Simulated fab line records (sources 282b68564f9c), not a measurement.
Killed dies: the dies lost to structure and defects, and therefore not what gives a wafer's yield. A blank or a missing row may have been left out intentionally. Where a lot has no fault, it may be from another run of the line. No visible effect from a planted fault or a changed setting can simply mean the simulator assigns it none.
fab line records -- flow rit_cmos
record lots=5, wafers=15, last_day=5
route steps=202 shown PRETRO@72 GATE@75 FOX2@80 REOX@98 NLDD@103 SDANNEAL@155 M1@202
lots that met no fault: from a run of the same line without faults
start_h: hours from the record's first day to the start of the lot's first wafer shown -- wait_h: time in hours since the lot's previous step -- " as in the row above -- L1.1+2: a single row standing in for several wafers -- - no value present, or no start provided -- * or withheld: withheld -- < > ~ a bound
route shown NAME@n: NAME is a module with steps in the file, n the number in the route of the first one -- usual: mean/standard deviation of fault-free wafers -- same: alike in all rows -- chamber/n: place in a boat -- sites: per-site readings -- _std_site: their standard deviation -- _edge_site: outer sites' mean less inner sites' -- radius_mm: for every site, how far away it sits from the centre of the wafer -- mask NAME#n: copy n -- behind: tool/chamber where the wafer was last shaped -- hold: what put the lot on hold/how long, in hours/how the hold closed -- device: which transistor (n, p or np) failed to switch -- end of line: the same wafers' tests at the end of the route -- a step without rows: its recipe alone -- killed: the dies lost at the first sort to structure and to defects; this is not the yield of the wafer -- map: dies across one wafer; x = killed, . = not, _ = none there
set.NAME: the setting that was run; set.NAME@STEP: the one run at that earlier step -- model.NAME: the simulator's own value behind a step, which no gauge read
lots at selected steps of the route; one table per step, one row per wafer
services: when a tool's chamber went out of use (start_h, in hours from the record's first day, below 0 if earlier), for how many hours, and the reason
## steps
# step RIT_PRETRO_IMPLANT_08
# recipe species=B, energy_kev=45, dose_cm2=1.2e+13, tilt_deg=7
# step RIT_PRETRO_STRIP_09
# recipe chemistry=O2, time_s=180, resist=NOVOLAK, platen_temp_c=withheld, power_w=500, pressure_mtorr=4000, o2_flow_sccm=4000
# usual chamber_pressure_mTorr=4000/3.7, drypump_motor_current_A=5.72/0.28
lot.wafer,tool,chamber,start_h,wait_h,chamber_pressure_mTorr,drypump_motor_current_A,rf_hours_counter_h
L637.2,plasma_asher-03,0,55.20,0.1,4004,5.52,39
L637.3,plasma_asher-03,1,55.20,0.1,3997,6.01,-
L637.6,plasma_asher-03,1,55.20,0.1,4007,6.00,-
L639.1,plasma_asher-04,0,65.93,0.1,4003,5.55,27
L639.4,plasma_asher-04,1,65.93,0.1,3999,6.10,-
L639.6,plasma_asher-04,1,65.93,0.1,4005,6.10,-
L641.2,plasma_asher-04,0,74.46,0.1,4001,5.57,28
L641.4,plasma_asher-04,0,74.46,0.1,3997,5.61,-
L641.5,plasma_asher-04,1,74.46,0.1,3999,6.12,-
L644.1,plasma_asher-04,0,88.14,0.1,3998,5.54,30
L644.3,plasma_asher-04,1,88.14,0.1,3991,6.12,-
L644.5,plasma_asher-04,0,88.14,0.1,4003,5.57,-
L646.2,plasma_asher-04,0,98.41,0.1,4002,5.52,31
L646.3,plasma_asher-04,0,98.41,0.1,4000,5.54,-
L646.6,plasma_asher-04,0,98.41,0.1,4004,5.54,-
# step RIT_PRETRO_TW_MEAS_10
# usual PRETRO_TW=477/3.1
lot.wafer,tool,chamber,start_h,wait_h,PRETRO_TW
L637.2,film_metro-01,-,55.39,0.1,480
L637.3,film_metro-01,-,55.39,0.1,477
L637.6,film_metro-01,-,55.39,0.1,478
L639.1,film_metro-03,-,66.11,0.1,481
L639.4,film_metro-03,-,66.11,0.1,483
L639.6,film_metro-03,-,66.11,0.1,483
L641.2,film_metro-02,-,74.64,0.1,476
L641.4,film_metro-02,-,74.64,0.1,477
L641.5,film_metro-02,-,74.64,0.1,476
L644.1,film_metro-02,-,88.32,0.1,475
L644.3,film_metro-02,-,88.32,0.1,477
L644.5,film_metro-02,-,88.32,0.1,473
L646.2,film_metro-03,-,98.59,0.1,482
L646.3,film_metro-03,-,98.59,0.1,478
L646.6,film_metro-03,-,98.59,0.1,480
# step RIT_GATE_WET_ETCH_00
# recipe chemistry=BOE, target=SiO2, target_depth_nm=56, time_s=60, dry=n2_spin, dilution=10:1, temp_c=21.5
# step RIT_GATE_CLEAN_01
# recipe chemistry=SC1, mix=3:3:50, time_s=600, temp_c=75
# step RIT_GATE_CLEAN_02
# recipe chemistry=dHF, dilution=50:1, time_s=30
# step RIT_GATE_CLEAN_03
# recipe chemistry=SC2, mix=3:3:50, time_s=600, temp_c=75, dry=n2_spin
# step RIT_GATE_CLEAN_04
# recipe chemistry=dHF, dilution=50:1, time_s=60, dry=n2_spin
# step RIT_FOX2_THK_MEAS_91
# recipe reads=SiO2_of_FOX2_OXIDATION_00
# usual FIELD_OXIDE_LEFT_2_THK=251/6.3
lot.wafer,tool,chamber,start_h,wait_h,FIELD_OXIDE_LEFT_2_THK[nm]
L637.2,film_metro-04,-,55.87,0.0,246
L637.3,film_metro-04,-,55.87,0.0,250
L637.6,film_metro-04,-,55.87,0.0,249
L639.1,film_metro-01,-,66.76,0.0,248
L639.4,film_metro-01,-,66.76,0.0,250
L639.6,film_metro-01,-,66.76,0.0,244
L641.2,film_metro-04,-,75.12,0.0,255
L641.4,film_metro-04,-,75.12,0.0,251
L641.5,film_metro-04,-,75.12,0.0,245
L644.1,film_metro-01,-,88.79,0.0,267
L644.3,film_metro-01,-,88.79,0.0,260
L644.5,film_metro-01,-,88.79,0.0,257
L646.2,film_metro-01,-,99.09,0.0,265
L646.3,film_metro-01,-,99.09,0.0,262
L646.6,film_metro-01,-,99.09,0.0,259
# step RIT_GATE_OXIDATION_05
# recipe temp_c=900, ambient=O2, target_thk_a=30, ox_time_s=270
# step RIT_GATE_ANNEAL_06
# recipe temp_c=900, time_s=600, ambient=N2O
# step RIT_GATE_THK_MEAS_07
# recipe reads=SiO2_of_GATE_OXIDATION_05
# usual GATE_OXIDE_THK=3.00/0.072
lot.wafer,tool,chamber,start_h,wait_h,GATE_OXIDE_THK[nm]
L637.2,film_metro-04,-,61.65,0.0,2.95
L637.3,film_metro-04,-,61.65,0.0,2.97
L637.6,film_metro-04,-,61.65,0.0,2.97
L639.1,film_metro-04,-,69.69,0.0,3.11
L639.4,film_metro-04,-,69.69,0.0,3.09
L639.6,film_metro-04,-,69.69,0.0,3.13
L641.2,film_metro-01,-,77.31,0.0,2.92
L641.4,film_metro-01,-,77.31,0.0,2.89
L641.5,film_metro-01,-,77.31,0.0,2.95
L644.1,film_metro-01,-,93.75,0.0,3.10
L644.3,film_metro-01,-,93.75,0.0,2.92
L644.5,film_metro-01,-,93.75,0.0,2.99
L646.2,film_metro-04,-,101.71,0.0,3.01
L646.3,film_metro-04,-,101.71,0.0,2.97
L646.6,film_metro-04,-,101.71,0.0,2.99
# step RIT_GATE_CVD_08
# recipe material=poly-Si, target_thk_nm=250, temp_c=610, precursor=SiH4, time_s=2220, pressure_mtorr=300, sih4_flow_sccm=100
# usual spike_tc_centre_C=611.8/1.7, spike_tc_load_C=633.0/2.2, spike_tc_source_C=631.5/1.5
lot.wafer,tool,chamber,start_h,wait_h,spike_tc_centre_C,spike_tc_load_C,spike_tc_source_C,model.poly-Si_of_GATE_CVD_08.thk_nm
L637.2,lpcvd-02,1,62.59,0.9,611.5,635.6,633.0,250.6
L637.3,lpcvd-02,1,62.59,0.9,612.9,635.2,631.6,251.5
L637.6,lpcvd-02,1,62.59,0.9,613.2,635.4,632.6,251.4
L639.1,lpcvd-02,1,69.75,0.1,612.4,635.1,632.4,250.8
L639.4,lpcvd-02,1,69.75,0.1,611.8,632.9,632.4,249.9
L639.6,lpcvd-02,1,69.75,0.1,613.8,633.6,635.3,249.8
L641.2,lpcvd-01,1,77.36,0.0,613.7,632.0,632.2,254.8
L641.4,lpcvd-01,1,77.36,0.0,612.5,632.7,631.5,249.5
L641.5,lpcvd-01,1,77.36,0.0,610.8,634.7,632.1,254.7
L644.1,lpcvd-02,0,93.81,0.1,602.6,619.3,618.7,200.2
L644.3,lpcvd-02,0,93.81,0.1,603.6,619.1,618.7,199.7
L644.5,lpcvd-02,0,93.81,0.1,602.7,620.0,618.4,200
L646.2,lpcvd-01,1,101.76,0.0,611.1,634.0,632.6,252.9
L646.3,lpcvd-01,1,101.76,0.0,610.1,634.2,631.9,250.9
L646.6,lpcvd-01,1,101.76,0.0,611.1,634.9,632.9,253.1
# step RIT_GATE_THK_MEAS_09
# recipe reads=poly-Si_of_GATE_CVD_08
# usual GATE_POLY_THK=250.9/2.2
lot.wafer,tool,chamber,start_h,wait_h,GATE_POLY_THK[nm]
L637.2,film_metro-03,-,64.21,0.0,250.6
L637.3,film_metro-03,-,64.21,0.0,251.2
L637.6,film_metro-03,-,64.21,0.0,251.2
L639.1,film_metro-04,-,71.37,0.0,251.0
L639.4,film_metro-04,-,71.37,0.0,250.0
L639.6,film_metro-04,-,71.37,0.0,249.8
L641.2,film_metro-03,-,78.99,0.0,254.9
L641.4,film_metro-03,-,78.99,0.0,249.5
L641.5,film_metro-03,-,78.99,0.0,254.8
L644.1,film_metro-04,-,95.43,0.0,200.2
L644.3,film_metro-04,-,95.43,0.0,199.8
L644.5,film_metro-04,-,95.43,0.0,200.1
L646.2,film_metro-03,-,103.39,0.0,252.7
L646.3,film_metro-03,-,103.39,0.0,250.9
L646.6,film_metro-03,-,103.39,0.0,253.3
# step RIT_GATE_HMDS_10
# recipe prime_time_s=60, prime_temp_c=140
# step RIT_GATE_COAT_11
# recipe resist=NOVOLAK, spin_rpm=4250, resist_thk_nm=850
# step RIT_GATE_SOFTBAKE_12
# recipe resist=NOVOLAK, temp_c=90, time_s=60
# step RIT_GATE_EXPOSE_13
# recipe mask_id=M6, na=0.6, source_shape=conventional, sigma_outer=0.6, target_cd_nm=150, dose_mj=380
# step RIT_GATE_PEB_14
# recipe resist=NOVOLAK, temp_c=withheld, time_s=withheld
# step RIT_GATE_DEVELOP_15
# recipe resist=NOVOLAK, develop_time_s=50, dev_temp_c=23
# step RIT_GATE_CD_MEAS_16
# recipe target_cd_nm=150
# usual cd_nm=149.9/2.7
lot.wafer,tool,chamber,start_h,wait_h,cd_nm
L637.2,cd_sem-02,-,65.40,-,147.3
L637.3,cd_sem-02,-,65.40,-,148.1
L637.6,cd_sem-02,-,65.40,-,144.0
L639.1,cd_sem-02,-,72.28,-,147.9
L639.4,cd_sem-02,-,72.28,-,148.9
L639.6,cd_sem-02,-,72.28,-,149.8
L641.2,cd_sem-01,-,80.03,-,150.8
L641.4,cd_sem-01,-,80.03,-,150.3
L641.5,cd_sem-01,-,80.03,-,149.2
L644.1,cd_sem-01,-,96.46,-,152.0
L644.3,cd_sem-01,-,96.46,-,148.7
L644.5,cd_sem-01,-,96.46,-,150.7
L646.2,cd_sem-02,-,104.31,-,148.0
L646.3,cd_sem-02,-,104.31,-,147.2
L646.6,cd_sem-02,-,104.31,-,146.9
# step RIT_GATE_OVL_MEAS_17
# usual GATE_OVL=0.6/1.3
lot.wafer,tool,chamber,start_h,wait_h,GATE_OVL[nm]
L637.2,overlay-02,-,65.50,0.1,-0.7
L637.3,overlay-02,-,65.50,0.1,0.5
L637.6,overlay-02,-,65.50,0.1,2.5
L639.1,overlay-02,-,72.40,0.1,0.1
L639.4,overlay-02,-,72.40,0.1,0.0
L639.6,overlay-02,-,72.40,0.1,-1.9
L641.2,overlay-01,-,80.14,0.1,-0.2
L641.4,overlay-01,-,80.14,0.1,0.0
L641.5,overlay-01,-,80.14,0.1,-0.4
L644.1,overlay-01,-,96.58,0.1,-1.3
L644.3,overlay-01,-,96.58,0.1,-0.6
L644.5,overlay-01,-,96.58,0.1,-0.1
L646.2,overlay-01,-,104.41,0.1,0.8
L646.3,overlay-01,-,104.41,0.1,1.5
L646.6,overlay-01,-,104.41,0.1,-0.3
# step RIT_GATE_HARDBAKE_18
# recipe resist=NOVOLAK, temp_c=140, time_s=60
# step RIT_GATE_ETCH_19
# recipe chemistry=SF6/CHF3/O2, time_s=165, SF6_flow_sccm=30, CHF3_flow_sccm=30, O2_flow_sccm=5, target=poly-Si, pressure_mtorr=40, rf_w=160, target_depth_a=3125, over_etch_frac=0.25, stop_on=SiO2
# usual chamber_pressure_mTorr=40.00/0.032, drypump_motor_current_A=5.6/0.49, oes_product_au=0.848/0.01, rf_fwd_power_W=159.3/0.53, throttle_valve_pct=10.25/0.16
lot.wafer,tool,chamber,start_h,wait_h,chamber_pressure_mTorr,drypump_motor_current_A,oes_product_au,rf_fwd_power_W,rf_hours_counter_h,throttle_valve_pct,model.etch.depth_nm,model.GATE.feature_depth_nm
L637.2,rie_si-01,1,65.83,0.1,40.01,6.1,0.851,159.9,3,10.39,250.6,250.6
L637.3,rie_si-01,0,65.83,0.1,40.01,5.1,0.847,159.9,123,10.17,251.5,251.5
L637.6,rie_si-01,0,65.83,0.1,40.02,5.2,0.857,159.9,-,10.18,251.4,251.4
L639.1,rie_si-01,0,72.58,0.1,40.00,5.1,0.856,159.2,124,10.17,250.8,250.8
L639.4,rie_si-01,1,72.58,0.1,40.06,6.2,0.842,159.1,3,10.39,249.9,250
L639.6,rie_si-01,3,72.58,0.1,40.01,5.9,0.841,159.1,-,10.34,249.8,249.8
L641.2,rie_si-01,0,80.32,0.1,40.01,5.1,0.859,158.8,124,10.17,254.8,254.8
L641.4,rie_si-01,1,80.32,0.1,40.02,6.2,0.846,159.1,3,10.37,249.5,249.5
L641.5,rie_si-01,1,80.32,0.1,40.00,6.1,0.857,159.0,-,10.38,254.7,254.7
L644.1,rie_si-02,3,96.77,0.1,40.03,6.0,0.718,158.8,1,10.16,200.2,200.2
L644.3,rie_si-02,1,96.77,0.1,39.99,5.1,0.732,159.1,3,10.07,199.7,199.7
L644.5,rie_si-02,0,96.77,0.1,39.99,6.3,0.712,159.3,-,10.54,200,200
L646.2,rie_si-02,0,104.59,0.1,40.00,6.3,0.835,159.3,149,10.56,252.9,252.9
L646.3,rie_si-02,1,104.59,0.1,39.92,5.1,0.841,159.3,4,10.10,250.9,250.9
L646.6,rie_si-02,2,104.59,0.1,40.07,5.0,0.850,159.8,-,10.40,253.1,253.1
# step RIT_GATE_STRIP_20
# recipe chemistry=O2, time_s=180, resist=NOVOLAK, platen_temp_c=withheld, power_w=500, pressure_mtorr=4000, o2_flow_sccm=4000
# usual chamber_pressure_mTorr=4000/3.3, drypump_motor_current_A=5.6/0.31
lot.wafer,tool,chamber,start_h,wait_h,chamber_pressure_mTorr,drypump_motor_current_A,rf_hours_counter_h
L637.2,plasma_asher-01,0,65.94,0.1,4000,5.3,44
L637.3,plasma_asher-01,1,65.94,0.1,3996,5.5,-
L637.6,plasma_asher-01,1,65.94,0.1,4006,5.5,-
L639.1,plasma_asher-03,1,72.69,0.1,4004,6.0,41
L639.4,plasma_asher-03,0,72.69,0.1,4004,5.5,-
L639.6,plasma_asher-03,1,72.69,0.1,3997,6.0,-
L641.2,plasma_asher-02,1,80.43,0.1,4001,6.0,44
L641.4,plasma_asher-02,0,80.43,0.1,4004,5.2,-
L641.5,plasma_asher-02,1,80.43,0.1,4003,6.0,-
L644.1,plasma_asher-01,1,96.88,0.1,4001,5.5,47
L644.3,plasma_asher-01,1,96.88,0.1,3998,5.5,-
L644.5,plasma_asher-01,0,96.88,0.1,4001,5.3,-
L646.2,plasma_asher-03,0,104.70,0.1,4004,5.5,44
L646.3,plasma_asher-03,1,104.70,0.1,4004,6.0,-
L646.6,plasma_asher-03,1,104.70,0.1,4003,6.0,-
# step RIT_GATE_CD_MEAS_90
# recipe target_cd_nm=150
# usual cd_nm=149.9/2.7
lot.wafer,tool,chamber,start_h,wait_h,cd_nm
L637.2,cd_sem-02,-,66.13,0.1,147.0
L637.3,cd_sem-02,-,66.13,0.1,148.1
L637.6,cd_sem-02,-,66.13,0.1,144.0
L639.1,cd_sem-01,-,72.87,0.1,147.9
L639.4,cd_sem-01,-,72.87,0.1,149.2
L639.6,cd_sem-01,-,72.87,0.1,149.5
L641.2,cd_sem-02,-,80.62,0.1,150.7
L641.4,cd_sem-02,-,80.62,0.1,150.1
L641.5,cd_sem-02,-,80.62,0.1,148.8
L644.1,cd_sem-02,-,97.05,0.1,152.0
L644.3,cd_sem-02,-,97.05,0.1,148.8
L644.5,cd_sem-02,-,97.05,0.1,150.9
L646.2,cd_sem-02,-,104.89,0.1,147.9
L646.3,cd_sem-02,-,104.89,0.1,147.3
L646.6,cd_sem-02,-,104.89,0.1,147.3
# step RIT_REOX_CLEAN_00
# recipe chemistry=SC1, mix=3:3:50, time_s=600, temp_c=75
# step RIT_REOX_CLEAN_01
# recipe chemistry=dHF, dilution=50:1, time_s=30
# step RIT_REOX_CLEAN_02
# recipe chemistry=SC2, mix=3:3:50, time_s=600, temp_c=75, dry=n2_spin
# step RIT_REOX_OXIDATION_03
# recipe temp_c=900, ambient=O2, target_thk_a=252, ox_time_s=5580
# step RIT_REOX_THK_MEAS_04
# recipe reads=SiO2_of_REOX_OXIDATION_03
# usual REOX_OXIDE_THK=24.9/0.42
lot.wafer,tool,chamber,start_h,wait_h,REOX_OXIDE_THK[nm]
L637.2,film_metro-01,-,69.23,0.0,24.7
L637.3,film_metro-01,-,69.23,0.0,24.4
L637.6,film_metro-01,-,69.23,0.0,24.5
L639.1,film_metro-04,-,75.92,0.0,24.5
L639.4,film_metro-04,-,75.92,0.0,24.3
L639.6,film_metro-04,-,75.92,0.0,24.5
L641.2,film_metro-01,-,85.83,0.0,24.6
L641.4,film_metro-01,-,85.83,0.0,24.9
L641.5,film_metro-01,-,85.83,0.0,24.7
L644.1,film_metro-01,-,102.35,0.0,24.5
L644.3,film_metro-01,-,102.35,0.0,24.9
L644.5,film_metro-01,-,102.35,0.0,25.1
L646.2,film_metro-01,-,108.80,0.0,24.7
L646.3,film_metro-01,-,108.80,0.0,25.1
L646.6,film_metro-01,-,108.80,0.0,24.7
# step RIT_NLDD_HMDS_00
# recipe prime_time_s=60, prime_temp_c=140
# step RIT_NLDD_COAT_01
# recipe resist=NOVOLAK, spin_rpm=3250, resist_thk_nm=1000
# step RIT_NLDD_SOFTBAKE_02
# recipe resist=NOVOLAK, temp_c=90, time_s=60
# step RIT_NLDD_EXPOSE_03
# recipe mask_id=M7, na=0.57, target_cd_nm=40700, dose_mj=250
# step RIT_NLDD_PEB_04
# recipe resist=NOVOLAK, temp_c=withheld, time_s=withheld
# step RIT_NLDD_DEVELOP_05
# recipe resist=NOVOLAK, develop_time_s=50, dev_temp_c=23
# step RIT_NLDD_OVL_MEAS_06
# usual NLDD_OVL=1.4/1.3
lot.wafer,tool,chamber,start_h,wait_h,NLDD_OVL[nm]
L637.2,overlay-01,-,70.13,-,-1.0
L637.3,overlay-01,-,70.13,-,0.2
L637.6,overlay-01,-,70.13,-,-1.7
L639.1,overlay-02,-,76.83,-,1.2
L639.4,overlay-02,-,76.83,-,2.6
L639.6,overlay-02,-,76.83,-,1.0
L641.2,overlay-02,-,86.86,-,3.3
L641.4,overlay-02,-,86.86,-,0.1
L641.5,overlay-02,-,86.86,-,1.6
L644.1,overlay-01,-,103.26,-,2.5
L644.3,overlay-01,-,103.26,-,2.8
L644.5,overlay-01,-,103.26,-,4.2
L646.2,overlay-01,-,109.70,-,2.4
L646.3,overlay-01,-,109.70,-,2.9
L646.6,overlay-01,-,109.70,-,0.1
# step RIT_NLDD_HARDBAKE_07
# recipe resist=NOVOLAK, temp_c=140, time_s=60
# step RIT_NLDD_IMPLANT_08
# recipe species=P, energy_kev=20, dose_cm2=5e+14, tilt_deg=7
# step RIT_NLDD_STRIP_09
# recipe chemistry=O2, time_s=180, resist=NOVOLAK, platen_temp_c=withheld, power_w=500, pressure_mtorr=4000, o2_flow_sccm=4000
# usual chamber_pressure_mTorr=4000.1/3, drypump_motor_current_A=5.7/0.33
lot.wafer,tool,chamber,start_h,wait_h,chamber_pressure_mTorr,drypump_motor_current_A,rf_hours_counter_h
L637.2,plasma_asher-03,0,70.46,0.1,4000.5,5.5,41
L637.3,plasma_asher-03,1,70.46,0.1,3997.3,6.0,-
L637.6,plasma_asher-03,1,70.46,0.1,4004.9,6.0,-
L639.1,plasma_asher-03,0,77.17,0.1,4000.3,5.5,41
L639.4,plasma_asher-03,0,77.17,0.1,4003.6,5.5,-
L639.6,plasma_asher-03,1,77.17,0.1,4000.4,6.0,-
L641.2,plasma_asher-04,0,87.19,0.1,4003.3,5.5,30
L641.4,plasma_asher-04,0,87.19,0.1,3994.6,5.6,-
L641.5,plasma_asher-04,0,87.19,0.1,4005.5,5.5,-
L644.1,plasma_asher-04,0,103.59,0.1,4001.4,5.6,31
L644.3,plasma_asher-04,1,103.59,0.1,4005.0,6.1,-
L644.5,plasma_asher-04,1,103.59,0.1,4001.9,6.1,-
L646.2,plasma_asher-02,1,110.13,0.1,3998.2,6.0,48
L646.3,plasma_asher-02,0,110.13,0.1,4001.1,5.2,-
L646.6,plasma_asher-02,1,110.13,0.1,4003.7,6.0,-
# step RIT_NLDD_TW_MEAS_10
# usual NLDD_TW=2505/11
lot.wafer,tool,chamber,start_h,wait_h,NLDD_TW
L637.2,film_metro-04,-,70.65,0.1,2489
L637.3,film_metro-04,-,70.65,0.1,2487
L637.6,film_metro-04,-,70.65,0.1,2497
L639.1,film_metro-03,-,77.34,0.1,2506
L639.4,film_metro-03,-,77.34,0.1,2499
L639.6,film_metro-03,-,77.34,0.1,2506
L641.2,film_metro-04,-,87.38,0.1,2509
L641.4,film_metro-04,-,87.38,0.1,2493
L641.5,film_metro-04,-,87.38,0.1,2515
L644.1,film_metro-02,-,103.77,0.1,2518
L644.3,film_metro-02,-,103.77,0.1,2506
L644.5,film_metro-02,-,103.77,0.1,2511
L646.2,film_metro-04,-,110.31,0.1,2500
L646.3,film_metro-04,-,110.31,0.1,2492
L646.6,film_metro-04,-,110.31,0.1,2507
# step RIT_SDANNEAL_CLEAN_02
# recipe chemistry=SC2, mix=3:3:50, time_s=600, temp_c=75, dry=n2_spin
# usual temp_c=75.00/0.11
lot.wafer,tool,chamber,start_h,wait_h,temp_c,model.poly-Si_of_GATE_CVD_08.thk_nm
L637.2,wet_bench-01,2,77.91,0.0,75.02,164.3
L637.3,wet_bench-01,2,77.91,0.0,75.00,166.8
L637.6,wet_bench-01,2,77.91,0.0,75.08,166.3
L639.1,wet_bench-03,3,84.80,0.0,75.00,164.7
L639.4,wet_bench-03,3,84.80,0.0,75.10,163
L639.6,wet_bench-03,3,84.80,0.0,74.80,163.7
L641.2,wet_bench-01,2,94.56,0.0,75.10,166.6
L641.4,wet_bench-01,2,94.56,0.0,75.01,161.9
L641.5,wet_bench-01,2,94.56,0.0,75.10,168.6
L644.1,wet_bench-01,1,111.41,0.0,75.03,114.2
L644.3,wet_bench-01,1,111.41,0.0,74.91,114.7
L644.5,wet_bench-01,1,111.41,0.0,75.20,109.6
L646.2,wet_bench-01,3,117.63,0.0,74.99,166.3
L646.3,wet_bench-01,3,117.63,0.0,74.82,163.3
L646.6,wet_bench-01,3,117.63,0.0,75.02,167
# step RIT_M1_PROBE_99
# usual killed_at_contacts=0.1/0.27, killed_at_front_end=7/3.1, killed_dies=7/3.1, killed_open=3.3/2.1, killed_short=3.5/2
# same gross_dies=264, killed_at_M0_to_M3=0, killed_at_M4_up=0, killed_at_back_side=0, killed_at_other=0
lot.wafer,tool,chamber,start_h,wait_h,killed_at_contacts,killed_at_front_end,killed_dies,killed_open,killed_short,model.etest.pmos_turned.r_on_ohm_um,model.etest.nmos_turned.drive_ua_um,model.etest.nmos_0p3.r_on_ohm_um,model.etest.pmos_turned.drive_ua_um,model.etest.nmos_narrow.drive_ua_um,model.etest.nmos_0p3.drive_ua_um,model.etest.ppoly_line.rs_ohm_sq,model.etest.nmos_0p15.tox_inv_nm
L637.2,prober-02,-,85.89,0.1,0,3,3,1,2,3342,350.5,2098,196.3,232.6,234.7,16.35,4.5
L637.3,prober-02,-,85.94,0.2,0,5,5,3,2,3276,356.9,2040,201.8,236.9,238.2,16.33,4.503
L637.6,prober-02,-,86.09,0.2,0,6,6,2,4,3211,359.8,2070,206.7,227.8,232.4,16.49,4.527
L639.1,prober-02,-,92.44,0.1,0,11,11,7,3,3312,310.8,2207,194.9,215.2,211.2,16.53,4.624
L639.4,prober-02,-,92.59,0.2,0,6,6,2,4,3248,320.8,2176,204.6,220.6,218.8,16.47,4.487
L639.6,prober-02,-,92.69,0.2,1,11,12,8,4,3348,310,2224,193.6,211.9,208.9,16.28,4.601
L641.2,prober-02,-,102.36,0.1,0,3,3,1,2,3545,318.8,2185,184.3,227.6,229.1,16.45,4.378
L641.4,prober-02,-,102.46,0.2,0,2,2,0,2,3485,326.8,2155,188.1,232.6,231.2,16.7,4.398
L641.5,prober-02,-,102.51,0.2,0,1,1,0,1,3487,323,2141,185.6,229.4,228,16.72,4.483
L644.1,prober-01,-,119.18,0.1,0,11,11,8,3,3155,400.3,2076,217.7,222.8,229.4,16.83,4.344
L644.3,prober-01,-,119.28,0.2,0,12,12,6,6,2972,422.3,1997,230.5,239.7,246.1,17.03,4.249
L644.5,prober-01,-,119.38,0.2,0,4,4,2,2,-,-,-,-,-,-,-,-
L646.2,prober-01,-,125.29,0.1,0,4,4,1,3,3323,335.2,2146,197.7,227.3,230.3,16.49,4.493
L646.3,prober-01,-,125.34,0.2,0,8,8,6,2,3368,336.1,2149,197.3,227.9,231.2,16.76,4.433
L646.6,prober-01,-,125.49,0.2,0,1,1,1,0,3282,339,2131,198.9,228.4,230.3,16.39,4.526
# killed by level:class
L637.2 SPACER:geometric_particle:open=1 SPACER:geometric_particle:short=1 SILICIDE:geometric_particle:short=1
L637.3 GATE:geometric_particle:open=2 FOX2:geometric_particle:open=1 GATE:geometric_particle:short=1 SPACER:geometric_particle:short=1
L637.6 FOX2:geometric_particle:short=2 GATE:geometric_particle:open=2 GATE:geometric_particle:short=2
L639.1 FOX1:geometric_particle:open=3 GATE:geometric_particle:open=3 GATE:geometric_particle:short=2 SILICIDE:geometric_particle:short=1 SILICIDE:geometric_particle:open=1 NWELL:coat_microbubble_printed=1
L639.4 GATE:geometric_particle:short=2 FOX1:geometric_particle:short=1 FOX2:geometric_particle:open=1 GATE:geometric_particle:open=1 SPACER:geometric_particle:short=1
L639.6 GATE:geometric_particle:open=3 FOX2:geometric_particle:open=2 SPACER:geometric_particle:short=2 FOX2:geometric_particle:short=1 GATE:geometric_particle:short=1 REOX:geometric_particle:open=1 SILICIDE:geometric_particle:open=1 CONTACT:geometric_particle:open=1
L641.2 FOX2:geometric_particle:short=1 GATE:geometric_particle:short=1 SILICIDE:geometric_particle:open=1
L641.4 SILICIDE:geometric_particle:short=2
L641.5 FOX1:geometric_particle:short=1
L644.1 FOX1:geometric_particle:open=5 GATE:geometric_particle:open=2 REOX:geometric_particle:short=2 FOX1:geometric_particle:short=1 SILICIDE:geometric_particle:open=1
L644.3 FOX1:geometric_particle:short=2 FOX1:geometric_particle:open=2 GATE:geometric_particle:short=2 FOX2:geometric_particle:short=1 FOX2:geometric_particle:open=1 GATE:geometric_particle:open=1 REOX:geometric_particle:open=1 SPACER:geometric_particle:open=1
L644.5 GATE:geometric_particle:short=1 GATE:geometric_particle:open=1 REOX:geometric_particle:open=1 SILICIDE:geometric_particle:short=1
L646.2 GATE:geometric_particle:short=3 GATE:geometric_particle:open=1
L646.3 GATE:geometric_particle:open=5 FOX1:geometric_particle:short=1 FOX2:geometric_particle:open=1 GATE:geometric_particle:short=1
L646.6 REOX:geometric_particle:open=1
## services
tool,chamber,start_h,hours,kind
rie_si-01,0,37.66,1.8,repair
lpcvd-02,-,53.83,6.0,pm
rie_si-02,1,63.96,6.6,repair
wet_bench-03,-,102.21,1.9,pm
plasma_asher-01,-,103.58,5.6,repair
plasma_asher-01,-,109.20,9.0,pm
plasma_asher-01,0,109.20,9.0,vent_cycle
plasma_asher-01,1,109.20,9.0,vent_cycle
rie_si-02,0,115.82,-,clean
rie_si-02,0,115.82,33.0,scheduled_down
rie_si-02,0,115.82,33.0,vent_cycle
## key
first_sign step=RIT_GATE_CVD_08, reading=spike_tc_source_C, direction=down, sigmas=8.4, usual=631.5, struck=618.6
effect step=RIT_GATE_CVD_08, reading=spike_tc_load_C, direction=down, sigmas=6.2, usual=633.0, struck=619.5
effect step=RIT_GATE_THK_MEAS_09, reading=GATE_POLY_THK, direction=down, sigmas=24, usual=250.9, struck=200.1
effect step=RIT_GATE_ETCH_19, reading=oes_product_au, direction=down, sigmas=13, usual=0.848, struck=0.721
model_effect step=RIT_GATE_CVD_08, value=poly-Si_of_GATE_CVD_08.thk_nm, without=253.5, struck=200
model_effect step=RIT_GATE_ETCH_19, value=etch.depth_nm, without=253.5, struck=200
model_effect step=RIT_SDANNEAL_CLEAN_02, value=poly-Si_of_GATE_CVD_08.thk_nm, without=166.3, struck=112.8
model_effect step=RIT_M1_PROBE_99, value=etest.pmos_turned.r_on_ohm_um, without=3393, struck=3063
met_at RIT_GATE_CVD_08
struck_wafers L644.1,L644.3,L644.5
tester_left_out L644
fault kind=process_parameter_drift, tool=lpcvd-02, chamber=0, onset_h=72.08, steps=RIT_GATE_CVD_08, channel=temp_c, offset=*, shape=step, end_h=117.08, acts_in=*, stated=*
# tester_left_out: of these lots the tester's yield and bins aren't shown, on N5 and GAA mostly nor the transistor test; their killed dies are dies lost to structure and defects alone, not to doping, threshold or leakage, so they don't give the yield
